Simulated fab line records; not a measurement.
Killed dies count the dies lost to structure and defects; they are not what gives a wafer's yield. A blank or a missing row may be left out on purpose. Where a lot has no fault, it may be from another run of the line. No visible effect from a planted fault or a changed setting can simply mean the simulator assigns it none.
2 desks, one fault :: flow ritCmos :: each desk has only its own numbers; what lay behind them comes last

== METROLOGY DESK ==
What the gauges read for every lot (on any tool): the sampled wafers with a number, averaged. The brackets show how far a lot's mean lies from the usual mean; more than 4 standard deviations puts the lot out of limits, marked OUT.
Columns: A = PWELL_TW at RIT_PWELL_TW_MEAS_10, usual 950; B = PWELL_RS at RIT_WELLDRIVE_RS_MEAS_02, usual 434.5 ohm/sq
lot: L451
first seen here: day 1 23:56
A: 938
B: 433.7

lot: L452
first seen here: day 2 04:19
A: 953
B: 433.4

lot: L453
first seen here: day 2 09:25
A: 961
B: 434.4

lot: L454
first seen here: day 2 15:26
A: 963
B: 435.6

lot: L457
first seen here: day 3 07:34
A: 934
B: 434.0

lot: L460
first seen here: day 3 21:44
A: 949
B: 433.7

lot: L462
first seen here: day 4 07:09
A: 962
B: 433.5

lot: L463
first seen here: day 4 12:11
A: 961
B: 435.0

lot: L465
first seen here: day 5 00:02
A: 947
B: 435.3

lot: L468
first seen here: day 5 13:37
A: 950
B: 435.1

lot: L470
first seen here: day 5 23:27
A: 945
B: 433.9

lot: L471
first seen here: day 6 04:23
A: 941
B: 433.5

lot: L472
first seen here: day 6 08:03
A: 944
B: 437.0

lot: L474
first seen here: day 6 17:59
A: 950
B: 434.5
This desk found nothing out of limits on any of the 14 lots.

== FOR THE TOOL OWNER'S DESK: rieDiel-01 ==
The tool's own readings at RIT_CONTACT_ETCH_11 (etches SiO2 in CHF3/CF4/Ar, stops on TiSi2, target depth 480 nm, time 320 s): means of the sampled wafers that have a number, for each lot that ran on this tool. The brackets show how far a lot's mean lies from the usual mean; more than 4 standard deviations puts the lot out of limits, marked OUT.
Columns: A = drypumpMotorCurrentA at RIT_CONTACT_ETCH_11, usual 5.8 A; B = oesProductAu at RIT_CONTACT_ETCH_11, usual 0.992 a.u.; C = throttleValvePct at RIT_CONTACT_ETCH_11, usual 8.94 %
lot: L454
first seen here: day 4 01:22
A: 6.0
B: 1.000
C: 8.82

lot: L460
first seen here: day 5 07:23
A: 6.1
B: 0.995
C: 8.92

lot: L463
first seen here: day 5 18:22
A: 6.1
B: 0.987
C: 8.92

lot: L465
first seen here: day 6 06:58
A: 5.4
B: 0.986
C: 8.90
This desk found nothing out of limits on any of the 4 lots.

== PUT TOGETHER ==
Metrology desk: nothing out of limits seen.
The tool owner's desk saw nothing out of limits.

== WHAT THE SIMULATOR HAD INSERTED ==
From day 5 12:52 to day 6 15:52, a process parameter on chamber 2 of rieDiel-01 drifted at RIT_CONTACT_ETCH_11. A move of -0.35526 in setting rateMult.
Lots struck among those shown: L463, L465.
